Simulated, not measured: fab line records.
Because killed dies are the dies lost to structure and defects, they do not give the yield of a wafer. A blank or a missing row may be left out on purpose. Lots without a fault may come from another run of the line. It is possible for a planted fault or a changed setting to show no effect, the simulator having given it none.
fab line records	flow rit_cmos	part 1 of 2: steps 1 to 41 of 43
record: lots: 6	wafers: 18	last_day: 7
route steps=202 shown SDANNEAL@155 PSD@157 NSD@158 PLDD@159 NLDD@160 SILICIDE@161 CONTACT@168 M1@184
lots with no fault: from the same line, run without faults
start_h: the number of hours between the record's first day and the start of the first shown wafer of the lot	wait_h: time in hours since the lot's previous step	" as in the row above	L1.1+2: one row covering several wafers at once	- no value present, or no start provided	* or withheld: withheld	< > ~ a bound
route shown NAME@n: a module of which the file shows steps, and the number in the route of the first	usual: mean/standard deviation of fault-free wafers	same: alike in all rows	chamber/n: place in a boat	sites: per-site readings	_std_site: standard deviation of those values	_edge_site: mean of outer sites minus mean of inner sites	radius_mm: how far each site lies from the wafer's centre	mask NAME#n: copy n	behind: the last tool/chamber to shape the wafer	hold: cause of the lot's hold/its duration in hours/its outcome	device: names the non-switching transistor (n, p or np)	end of line: the tests these same wafers got at the end of their route	a step without rows: its recipe alone	killed: dies lost to structure and defects at the first sort, not the wafer's yield	map: shows each die of a wafer: x if killed, . if not, _ if none is there
set.NAME: the run value of the setting; set.NAME@STEP: its run value at that earlier step	model.NAME: the simulator's own value behind a step, which no gauge read
lots seen at some steps along the route; tables by step, rows by wafer
services: the hour from which a tool's chamber was out of use, counted from the record's first day as start_h (under 0 if before that day), plus the number of hours and why
== steps ==
step: RIT_SDANNEAL_CLEAN_02
recipe: chemistry: SC2	mix: 3:3:50	time_s: 600	temp_c: 75	dry: n2_spin
step: RIT_SDANNEAL_RTA_03
recipe: temp_c: 1050	time_s: 5	idle_temp_c: 600	ramp_up_c_per_s: 342	ramp_down_c_per_s: 171	cool_to_c: 600	ambient: N2
step: RIT_SDANNEAL_RS_MEAS_04
recipe: thk_meas_gauge: four-point-probe
usual: PSD_RS: 115.94/0.26
lot.wafer	tool	chamber	start_h	wait_h	PSD_RS[ohm/sq]
L387.3	film_metro-02	-	52.37	0.1	116.37
L387.5	"	-	"	"	116.44
L387.6	"	-	"	"	116.17
L391.2	film_metro-02	-	75.60	0.1	115.43
L391.3	"	-	"	"	115.64
L391.5	"	-	"	"	115.60
L395.2	film_metro-01	-	95.44	0.1	115.54
L395.4	"	-	"	"	115.82
L395.6	"	-	"	"	115.47
L397.3	film_metro-01	-	104.94	0.1	116.05
L397.4	"	-	"	"	116.09
L397.6	"	-	"	"	116.36
L398.2	film_metro-01	-	107.73	0.1	116.00
L398.4	"	-	"	"	116.11
L398.5	"	-	"	"	116.18
L408.2	film_metro-02	-	157.56	0.1	116.00
L408.5	"	-	"	"	115.78
L408.6	"	-	"	"	116.14
step: RIT_SDANNEAL_RS_MEAS_05
recipe: thk_meas_gauge: four-point-probe
usual: NSD_RS: 83.06/0.22
lot.wafer	tool	chamber	start_h	wait_h	NSD_RS[ohm/sq]
L387.3	film_metro-02	-	52.49	0.1	83.05
L387.5	"	-	"	"	83.01
L387.6	"	-	"	"	83.06
L391.2	film_metro-02	-	75.72	0.1	82.78
L391.3	"	-	"	"	82.81
L391.5	"	-	"	"	82.81
L395.2	film_metro-01	-	95.56	0.1	83.05
L395.4	"	-	"	"	82.79
L395.6	"	-	"	"	82.95
L397.3	film_metro-01	-	105.06	0.1	83.23
L397.4	"	-	"	"	83.25
L397.6	"	-	"	"	82.95
L398.2	film_metro-01	-	107.85	0.1	83.26
L398.4	"	-	"	"	83.36
L398.5	"	-	"	"	83.05
L408.2	film_metro-02	-	157.68	0.1	83.19
L408.5	"	-	"	"	82.91
L408.6	"	-	"	"	83.14
step: RIT_SDANNEAL_RS_MEAS_06
recipe: thk_meas_gauge: four-point-probe
usual: PLDD_RS: 178.6/0.51
lot.wafer	tool	chamber	start_h	wait_h	PLDD_RS[ohm/sq]
L387.3	film_metro-02	-	52.61	0.1	178.5
L387.5	"	-	"	"	178.8
L387.6	"	-	"	"	178.3
L391.2	film_metro-02	-	75.84	0.1	177.7
L391.3	"	-	"	"	177.8
L391.5	"	-	"	"	178.3
L395.2	film_metro-01	-	95.68	0.1	179.1
L395.4	"	-	"	"	178.8
L395.6	"	-	"	"	178.7
L397.3	film_metro-01	-	105.18	0.1	178.8
L397.4	"	-	"	"	178.6
L397.6	"	-	"	"	178.6
L398.2	film_metro-01	-	107.97	0.1	179.0
L398.4	"	-	"	"	179.3
L398.5	"	-	"	"	179.7
L408.2	film_metro-02	-	157.80	0.1	178.4
L408.5	"	-	"	"	178.4
L408.6	"	-	"	"	179.0
step: RIT_SDANNEAL_RS_MEAS_07
recipe: thk_meas_gauge: four-point-probe
usual: NLDD_RS: 154.4/0.49
lot.wafer	tool	chamber	start_h	wait_h	NLDD_RS[ohm/sq]
L387.3	film_metro-02	-	52.73	0.1	155.2
L387.5	"	-	"	"	154.6
L387.6	"	-	"	"	154.8
L391.2	film_metro-02	-	75.96	0.1	153.8
L391.3	"	-	"	"	153.6
L391.5	"	-	"	"	154.2
L395.2	film_metro-01	-	95.80	0.1	153.6
L395.4	"	-	"	"	153.6
L395.6	"	-	"	"	154.0
L397.3	film_metro-01	-	105.30	0.1	154.1
L397.4	"	-	"	"	154.7
L397.6	"	-	"	"	154.7
L398.2	film_metro-01	-	108.09	0.1	154.3
L398.4	"	-	"	"	154.8
L398.5	"	-	"	"	154.3
L408.2	film_metro-02	-	157.92	0.1	153.9
L408.5	"	-	"	"	154.8
L408.6	"	-	"	"	154.7
step: RIT_SILICIDE_WET_ETCH_00
recipe: chemistry: BOE	target: SiO2	target_depth_nm: 14	time_s: 15	dry: n2_spin	dilution: 10:1	temp_c: 21.5
step: RIT_SILICIDE_SPUTTER_01
recipe: material: Ti	target_thk_nm: 30	power_w: 344.4	chamber_pressure_pa: 0.667	gas: Ar	time_s: 240	substrate_temp_c: 25
usual: throttle_valve_pct: 30.3/2
lot.wafer	tool	chamber	start_h	wait_h	throttle_valve_pct
L387.3	pvd_sputter-02	-	52.82	0.0	29.1
L387.5	"	-	"	"	28.9
L387.6	"	-	"	"	29.9
L391.2	pvd_sputter-01	-	76.07	0.0	29.1
L391.3	"	-	"	"	30.8
L391.5	"	-	"	"	29.3
L395.2	pvd_sputter-01	-	95.91	0.0	34.1
L395.4	"	-	"	"	30.8
L395.6	"	-	"	"	34.3
L397.3	pvd_sputter-01	-	105.39	0.0	34.0
L397.4	"	-	"	"	31.1
L397.6	"	-	"	"	34.2
L398.2	pvd_sputter-02	-	108.20	0.0	29.0
L398.4	"	-	"	"	30.0
L398.5	"	-	"	"	27.2
L408.2	pvd_sputter-01	-	158.03	0.0	31.7
L408.5	"	-	"	"	28.8
L408.6	"	-	"	"	34.3
step: RIT_SILICIDE_RS_MEAS_02
recipe: thk_meas_gauge: four-point-probe	reads: Ti_of_SILICIDE_SPUTTER_01
usual: SILICIDE_TI_RS: 48.8/0.91
lot.wafer	tool	chamber	start_h	wait_h	SILICIDE_TI_RS[ohm/sq]
L387.3	film_metro-04	-	53.01	0.1	48.3
L387.5	"	-	"	"	48.7
L387.6	"	-	"	"	48.3
L391.2	film_metro-02	-	76.24	0.1	48.6
L391.3	"	-	"	"	48.3
L391.5	"	-	"	"	48.8
L395.2	film_metro-02	-	96.08	0.1	47.4
L395.4	"	-	"	"	47.6
L395.6	"	-	"	"	47.5
L397.3	film_metro-04	-	105.58	0.1	48.2
L397.4	"	-	"	"	47.9
L397.6	"	-	"	"	48.3
L398.2	film_metro-02	-	108.37	0.1	48.9
L398.4	"	-	"	"	48.7
L398.5	"	-	"	"	47.9
L408.2	film_metro-04	-	158.20	0.1	49.4
L408.5	"	-	"	"	49.4
L408.6	"	-	"	"	49.3
step: RIT_SILICIDE_THK_MEAS_03
recipe: thk_meas_gauge: xrf	reads: Ti_of_SILICIDE_SPUTTER_01
usual: SILICIDE_TI_THK: 29.7/0.45
lot.wafer	tool	chamber	start_h	wait_h	SILICIDE_TI_THK[nm]
L387.3	film_metro-04	-	53.11	0.1	29.8
L387.5	"	-	"	"	29.7
L387.6	"	-	"	"	29.9
L391.2	film_metro-02	-	76.35	0.1	29.4
L391.3	"	-	"	"	29.6
L391.5	"	-	"	"	29.4
L395.2	film_metro-02	-	96.19	0.1	30.1
L395.4	"	-	"	"	30.1
L395.6	"	-	"	"	30.0
L397.3	film_metro-04	-	105.68	0.1	30.0
L397.4	"	-	"	"	30.2
L397.6	"	-	"	"	29.8
L398.2	film_metro-02	-	108.48	0.1	29.4
L398.4	"	-	"	"	29.5
L398.5	"	-	"	"	29.9
L408.2	film_metro-04	-	158.31	0.1	29.3
L408.5	"	-	"	"	29.6
L408.6	"	-	"	"	29.6
step: RIT_SILICIDE_RTA_04
recipe: temp_c: 650	time_s: 10	idle_temp_c: 25	ramp_up_s: 5	ramp_down_s: 5	cool_to_c: 25	ambient: N2
step: RIT_SILICIDE_WET_ETCH_05
recipe: chemistry: SPM	target: Ti	temp_c: 90	time_s: 120	dry: n2_spin
step: RIT_SILICIDE_RTA_06
recipe: temp_c: 750	time_s: 10	idle_temp_c: 25	ramp_up_s: 5	ramp_down_s: 10	cool_to_c: 25	ambient: N2
usual: wafer_temp_C_max: 752.4/0.61
lot.wafer	tool	chamber	start_h	wait_h	wafer_temp_C_max
L387.3	rtp_anneal-02	0	53.29	0.0	752.7
L387.5	"	0	"	"	753.1
L387.6	"	0	"	"	751.8
L391.2	rtp_anneal-01	0	76.53	0.0	751.3
L391.3	"	0	"	"	751.9
L391.5	"	0	"	"	751.3
L395.2	rtp_anneal-01	0	96.36	0.0	752.4
L395.4	"	0	"	"	752.2
L395.6	"	0	"	"	752.3
L397.3	rtp_anneal-01	0	105.85	0.0	752.5
L397.4	"	0	"	"	752.0
L397.6	"	0	"	"	751.9
L398.2	rtp_anneal-02	0	108.65	0.0	753.0
L398.4	"	0	"	"	752.3
L398.5	"	0	"	"	752.5
L408.2	rtp_anneal-02	0	158.48	0.0	753.4
L408.5	"	0	"	"	752.9
L408.6	"	0	"	"	752.9
step: RIT_CONTACT_CVD_00
recipe: material: SiO2	target_thk_nm: 400	precursor: TEOS	temp_c: 390	time_s: 61	rf_w: 400
usual: heater_power_w: 312/45
lot.wafer	tool	chamber	start_h	wait_h	heater_power_w
L387.3	pecvd-04	2	53.33	0.0	322
L387.5	"	1	"	"	327
L387.6	"	0	"	"	348
L391.2	pecvd-02	1	76.58	0.0	270
L391.3	"	2	"	"	326
L391.5	"	0	"	"	360
L395.2	pecvd-01	2	96.41	0.0	282
L395.4	"	2	"	"	301
L395.6	"	0	"	"	200
L397.3	pecvd-02	0	105.89	0.0	364
L397.4	"	0	"	"	367
L397.6	"	1	"	"	297
L398.2	pecvd-01	1	108.71	0.0	246
L398.4	"	0	"	"	265
L398.5	"	2	"	"	275
L408.2	pecvd-04	2	158.54	0.0	280
L408.5	"	0	"	"	341
L408.6	"	2	"	"	299
step: RIT_CONTACT_THK_MEAS_01
recipe: reads: SiO2_of_CONTACT_CVD_00
usual: CONTACT_TEOS_THK: 400/5.5
lot.wafer	tool	chamber	start_h	wait_h	CONTACT_TEOS_THK[nm]
L387.3	film_metro-04	-	53.40	0.0	392
L387.5	"	-	"	"	406
L387.6	"	-	"	"	399
L391.2	film_metro-01	-	76.64	0.0	396
L391.3	"	-	"	"	397
L391.5	"	-	"	"	402
L395.2	film_metro-03	-	96.47	0.0	389
L395.4	"	-	"	"	397
L395.6	"	-	"	"	396
L397.3	film_metro-03	-	105.96	0.0	393
L397.4	"	-	"	"	402
L397.6	"	-	"	"	402
L398.2	film_metro-04	-	108.77	0.0	396
L398.4	"	-	"	"	405
L398.5	"	-	"	"	399
L408.2	film_metro-03	-	158.60	0.0	392
L408.5	"	-	"	"	405
L408.6	"	-	"	"	393
step: RIT_CONTACT_HMDS_02
recipe: prime_time_s: 60	prime_temp_c: 140
step: RIT_CONTACT_COAT_03
recipe: resist: NOVOLAK	spin_rpm: 3250	resist_thk_nm: 1000
step: RIT_CONTACT_SOFTBAKE_04
recipe: resist: NOVOLAK	temp_c: 90	time_s: 60
step: RIT_CONTACT_EXPOSE_05
recipe: mask_id: M11	na: 0.6	source_shape: conventional	sigma_outer: 0.5	target_cd_nm: 1000	dose_mj: 250
step: RIT_CONTACT_PEB_06
recipe: resist: NOVOLAK	temp_c: withheld	time_s: withheld
step: RIT_CONTACT_DEVELOP_07
recipe: resist: NOVOLAK	develop_time_s: 120	dev_temp_c: 23.7
step: RIT_CONTACT_CD_MEAS_08
recipe: target_cd_nm: 1000
usual: cd_nm: 999.8/2.3
lot.wafer	tool	chamber	start_h	wait_h	cd_nm
L387.3	cd_sem-02	-	54.78	-	1001.2
L387.5	"	-	"	"	998.1
L387.6	"	-	"	"	998.8
L391.2	cd_sem-01	-	77.68	-	997.3
L391.3	"	-	"	"	997.5
L391.5	"	-	"	"	998.8
L395.2	cd_sem-01	-	97.51	-	1000.2
L395.4	"	-	"	"	996.8
L395.6	"	-	"	"	999.2
L397.3	cd_sem-01	-	107.01	-	997.8
L397.4	"	-	"	"	998.1
L397.6	"	-	"	"	999.2
L398.2	cd_sem-02	-	109.97	-	1003.7
L398.4	"	-	"	"	1003.4
L398.5	"	-	"	"	1004.2
L408.2	cd_sem-02	-	159.88	-	998.0
L408.5	"	-	"	"	998.5
L408.6	"	-	"	"	996.8
step: RIT_CONTACT_OVL_MEAS_09
usual: CONTACT_OVL: -0.1/1.4
lot.wafer	tool	chamber	start_h	wait_h	CONTACT_OVL[nm]
L387.3	overlay-02	-	54.87	0.1	3.5
L387.5	"	-	"	"	2.1
L387.6	"	-	"	"	0.3
L391.2	overlay-01	-	77.79	0.1	-1.9
L391.3	"	-	"	"	-0.1
L391.5	"	-	"	"	-0.2
L395.2	overlay-02	-	97.62	0.1	-1.7
L395.4	"	-	"	"	-0.5
L395.6	"	-	"	"	-1.2
L397.3	overlay-02	-	107.10	0.1	-3.4
L397.4	"	-	"	"	-3.2
L397.6	"	-	"	"	-1.9
L398.2	overlay-01	-	110.07	0.1	-0.6
L398.4	"	-	"	"	0.5
L398.5	"	-	"	"	-0.1
L408.2	overlay-02	-	159.99	0.1	0.3
L408.5	"	-	"	"	0.2
L408.6	"	-	"	"	1.1
step: RIT_CONTACT_HARDBAKE_10
recipe: resist: NOVOLAK	temp_c: 140	time_s: 60
step: RIT_CONTACT_ETCH_11
recipe: target_depth_a: 4800	over_etch_frac: 0.2	stop_on: TiSi2	chemistry: CHF3/CF4/Ar	target: SiO2	CHF3_flow_sccm: 50	cf4_flow_sccm: 10	Ar_flow_sccm: 100	O2_flow_sccm: 5	pressure_mtorr: 100	rf_w: 200	time_s: 320
usual: drypump_motor_current_A: 5.8/0.49	oes_product_au: 0.992/0.011	throttle_valve_pct: 8.94/0.12
lot.wafer	tool	chamber	start_h	wait_h	drypump_motor_current_A	oes_product_au	rf_hours_counter_h	throttle_valve_pct
L387.3	rie_diel-04	1	55.11	0.1	5.7	0.995	100	8.83
L387.5	"	0	"	"	6.5	1.011	-	9.02
L387.6	"	3	"	"	6.0	1.003	-	9.14
L391.2	rie_diel-04	1	78.08	0.1	5.8	0.990	101	8.84
L391.3	"	0	"	"	6.4	0.996	39	9.02
L391.5	"	3	"	"	6.0	0.990	-	9.14
L395.2	rie_diel-01	2	97.87	0.1	6.1	0.987	48	8.95
L395.4	"	1	"	"	5.0	0.980	49	8.87
L395.6	"	0	"	"	6.5	1.000	-	8.79
L397.3	rie_diel-04	0	107.28	0.1	6.4	1.002	40	9.02
L397.4	"	3	"	"	6.0	0.997	99	9.15
L397.6	"	0	"	"	6.4	1.005	-	9.01
L398.2	rie_diel-03	1	110.25	0.1	6.1	0.975	127	9.02
L398.4	"	0	"	"	5.7	0.964	138	8.97
L398.5	"	0	"	"	5.7	0.958	-	8.96
L408.2	rie_diel-04	0	160.17	0.1	6.4	1.004	41	9.02
L408.5	"	3	"	"	6.0	0.992	-	9.13
L408.6	"	2	"	"	5.0	0.993	-	8.90
step: RIT_CONTACT_STRIP_12
recipe: chemistry: O2	time_s: 180	resist: NOVOLAK	platen_temp_c: withheld	power_w: 500	pressure_mtorr: 4000	o2_flow_sccm: 4000
usual: drypump_motor_current_A: 5.6/0.59
lot.wafer	tool	chamber	start_h	wait_h	drypump_motor_current_A	rf_hours_counter_h
L387.3	plasma_asher-04	0	55.36	0.2	4.8	-
L387.5	"	1	"	"	5.6	-
L387.6	"	0	"	"	4.8	-
L391.2	plasma_asher-01	1	78.27	0.1	5.6	42
L391.3	"	0	"	"	6.0	-
L391.5	"	1	"	"	5.6	-
L395.2	plasma_asher-02	1	98.06	0.1	6.0	44
L395.4	"	0	"	"	6.8	-
L395.6	"	0	"	"	6.8	-
L397.3	plasma_asher-04	1	107.53	0.2	5.6	-
L397.4	"	0	"	"	4.8	-
L397.6	"	1	"	"	5.6	-
L398.2	plasma_asher-04	0	110.45	0.1	4.8	33
L398.4	"	1	"	"	5.6	-
L398.5	"	0	"	"	4.8	-
L408.2	plasma_asher-02	0	160.36	0.1	6.8	50
L408.5	"	0	"	"	6.8	-
L408.6	"	1	"	"	6.1	-
step: RIT_CONTACT_CD_MEAS_90
recipe: target_cd_nm: 1000
usual: cd_nm: 999.7/2.4
lot.wafer	tool	chamber	start_h	wait_h	cd_nm
L387.3	cd_sem-02	-	55.52	0.1	1000.4
L387.5	"	-	"	"	997.9
L387.6	"	-	"	"	998.3
L391.2	cd_sem-02	-	78.47	0.1	996.2
L391.3	"	-	"	"	996.9
L391.5	"	-	"	"	998.8
L395.2	cd_sem-01	-	98.26	0.1	999.9
L395.4	"	-	"	"	996.7
L395.6	"	-	"	"	999.8
L397.3	cd_sem-02	-	107.69	0.1	997.0
L397.4	"	-	"	"	997.8
L397.6	"	-	"	"	999.0
L398.2	cd_sem-02	-	110.64	0.1	1004.3
L398.4	"	-	"	"	1002.9
L398.5	"	-	"	"	1003.7
L408.2	cd_sem-01	-	160.56	0.1	997.9
L408.5	"	-	"	"	999.1
L408.6	"	-	"	"	996.5
step: RIT_CONTACT_CLEAN_13
recipe: chemistry: SC1	mix: 3:3:50	time_s: 600	temp_c: 75
step: RIT_CONTACT_CLEAN_14
recipe: chemistry: SC2	mix: 3:3:50	time_s: 600	temp_c: 75	dry: n2_spin
step: RIT_M1_SPUTTER_00
recipe: material: Al	target_thk_nm: 400	power_w: 2000	chamber_pressure_pa: 0.4	gas: Ar	time_s: 500	substrate_temp_c: 25
step: RIT_M1_RS_MEAS_01
recipe: thk_meas_gauge: four-point-probe	reads: Al_of_M1_SPUTTER_00
usual: M1_AL_RS: 0.0737/0.0011
lot.wafer	tool	chamber	start_h	wait_h	M1_AL_RS[ohm/sq]
L387.3	film_metro-04	-	56.30	0.2	0.0735
L387.5	"	-	"	"	0.0723
L387.6	"	-	"	"	0.0742
L391.2	film_metro-02	-	79.23	0.2	0.0730
L391.3	"	-	"	"	0.0723
L391.5	"	-	"	"	0.0722
L395.2	film_metro-02	-	99.04	0.2	0.0733
L395.4	"	-	"	"	0.0745
L395.6	"	-	"	"	0.0723
L397.3	film_metro-01	-	108.47	0.2	0.0755
L397.4	"	-	"	"	0.0746
L397.6	"	-	"	"	0.0747
L398.2	film_metro-01	-	111.42	0.2	0.0726
L398.4	"	-	"	"	0.0751
L398.5	"	-	"	"	0.0744
L408.2	film_metro-01	-	161.36	0.2	0.0725
L408.5	"	-	"	"	0.0732
L408.6	"	-	"	"	0.0751
step: RIT_M1_THK_MEAS_02
recipe: thk_meas_gauge: xrf	reads: Al_of_M1_SPUTTER_00
usual: M1_AL_THK: 401/6.4
lot.wafer	tool	chamber	start_h	wait_h	M1_AL_THK[nm]
L387.3	film_metro-04	-	56.40	0.1	402
L387.5	"	-	"	"	411
L387.6	"	-	"	"	402
L391.2	film_metro-02	-	79.34	0.1	401
L391.3	"	-	"	"	405
L391.5	"	-	"	"	407
L395.2	film_metro-02	-	99.15	0.1	401
L395.4	"	-	"	"	394
L395.6	"	-	"	"	406
L397.3	film_metro-01	-	108.57	0.1	392
L397.4	"	-	"	"	397
L397.6	"	-	"	"	393
L398.2	film_metro-01	-	111.53	0.1	407
L398.4	"	-	"	"	393
L398.5	"	-	"	"	396
L408.2	film_metro-01	-	161.47	0.1	405
L408.5	"	-	"	"	401
L408.6	"	-	"	"	391
step: RIT_M1_HMDS_03
recipe: prime_time_s: 60	prime_temp_c: 140
step: RIT_M1_COAT_04
recipe: resist: NOVOLAK	spin_rpm: 2000	resist_thk_nm: 1300
step: RIT_M1_SOFTBAKE_05
recipe: resist: NOVOLAK	temp_c: 89.59	time_s: 60
step: RIT_M1_EXPOSE_06
recipe: mask_id: M12	na: 0.6	source_shape: conventional	sigma_outer: 0.5	target_cd_nm: 2600	dose_mj: 250
step: RIT_M1_PEB_07
recipe: resist: NOVOLAK	temp_c: withheld	time_s: withheld
step: RIT_M1_DEVELOP_08
recipe: resist: NOVOLAK	develop_time_s: 68	dev_temp_c: 23
step: RIT_M1_CD_MEAS_09
recipe: target_cd_nm: 2600
usual: cd_nm: 2599.7/2.5
lot.wafer	tool	chamber	start_h	wait_h	cd_nm
L387.3	cd_sem-01	-	57.49	-	2598.0
L387.5	"	-	"	"	2597.4
L387.6	"	-	"	"	2598.1
L391.2	cd_sem-01	-	80.42	-	2596.8
L391.3	"	-	"	"	2598.6
L391.5	"	-	"	"	2596.0
L395.2	cd_sem-01	-	100.10	-	2597.4
L395.4	"	-	"	"	2600.0
L395.6	"	-	"	"	2599.4
L397.3	cd_sem-01	-	109.66	-	2602.0
L397.4	"	-	"	"	2600.7
L397.6	"	-	"	"	2602.6
L398.2	cd_sem-01	-	112.61	-	2599.1
L398.4	"	-	"	"	2599.8
L398.5	"	-	"	"	2600.7
L408.2	cd_sem-02	-	162.42	-	2603.7
L408.5	"	-	"	"	2601.8
L408.6	"	-	"	"	2602.5
step: RIT_M1_OVL_MEAS_10
usual: M1_OVL: -0.7/1.6
lot.wafer	tool	chamber	start_h	wait_h	M1_OVL[nm]
L387.3	overlay-02	-	57.58	0.1	-0.7
L387.5	"	-	"	"	-1.3
L387.6	"	-	"	"	0.0
L391.2	overlay-01	-	80.52	0.1	-2.9
L391.3	"	-	"	"	0.1
L391.5	"	-	"	"	1.0
L395.2	overlay-01	-	100.20	0.1	2.1
L395.4	"	-	"	"	2.1
L395.6	"	-	"	"	2.5
L397.3	overlay-02	-	109.75	0.1	0.6
L397.4	"	-	"	"	-1.0
L397.6	"	-	"	"	-0.6
L398.2	overlay-02	-	112.71	0.1	-0.9
L398.4	"	-	"	"	-1.5
L398.5	"	-	"	"	-1.2
L408.2	overlay-01	-	162.52	0.1	-0.5
L408.5	"	-	"	"	0.7
L408.6	"	-	"	"	1.0
step: RIT_M1_HARDBAKE_11
recipe: resist: NOVOLAK	temp_c: 138.8	time_s: 120
